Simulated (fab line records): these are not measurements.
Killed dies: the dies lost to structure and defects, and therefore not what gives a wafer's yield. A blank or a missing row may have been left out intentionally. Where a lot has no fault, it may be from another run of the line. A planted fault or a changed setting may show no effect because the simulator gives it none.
2 desks looking at one fault    flow rit cmos    each desk holds nothing but its own numbers, with what lay behind them at the end

== AT THE TOOL OWNER'S DESK: pecvd-02 ==
The tool's own readings at RIT_CONTACT_CVD_00 (deposits SiO2 from TEOS, target thk 400 nm, time 61 s): means of the sampled wafers that have a number, for each lot that ran on this tool. Marked OUT: a lot whose mean sits more than 4 standard deviations from the usual mean, which makes it out of limits; the brackets give that distance.
Columns: A = heater power w at RIT_CONTACT_CVD_00, usual 327 W; B = susceptor temp C at RIT_CONTACT_CVD_00, usual 389.99 C
lot   first seen here  A    B
L402  day 3 04:39      290  389.91
L405  day 3 23:25      320  390.12
L408  day 4 17:07      341  390.05
L414  day 5 20:38      333  390.07
L417  day 6 10:47      318  390.06
Result from this desk: across the 5 lots, nothing is out of limits.

== THE METROLOGY DESK ==
Lot by lot, what the gauges showed, no matter which tool ran the lot: averages of those sampled wafers that carry a number. Marked OUT: a lot whose mean sits more than 4 standard deviations from the usual mean, which makes it out of limits; the brackets give that distance.
Columns: A = PLDD_OVL at RIT_PLDD_OVL_MEAS_06, usual 0.9 nm; B = CONTACT_OVL at RIT_CONTACT_OVL_MEAS_09, usual 0.5 nm
lot   first seen here  A     B
L402  day 2 21:17      -1.6  1.0
L405  day 3 15:32      -0.1  -0.5
L406  day 3 18:41      3.2   0.1
L408  day 4 09:36      1.8   0.2
L409  day 4 12:17      2.3   -2.9
L410  day 4 13:12      0.4   1.8
L412  day 5 01:23      1.8   2.1
L413  day 5 07:55      -0.3  -0.9
L414  day 5 12:57      -0.4  -1.9
L415  day 5 18:52      0.1   -0.3
L417  day 6 03:12      0.5   0.4
L421  day 6 23:52      0.4   -0.6
L422  day 7 02:25      2.6   -0.7
L424  day 7 14:03      1.6   2.8
Result from this desk: across the 14 lots, nothing is out of limits.

== BROUGHT TOGETHER ==
Nothing out of limits was seen by the tool owner's desk.
From the metrology desk's view, nothing was out of limits.

== WHAT HAD BEEN PUT IN BY THE SIMULATOR ==
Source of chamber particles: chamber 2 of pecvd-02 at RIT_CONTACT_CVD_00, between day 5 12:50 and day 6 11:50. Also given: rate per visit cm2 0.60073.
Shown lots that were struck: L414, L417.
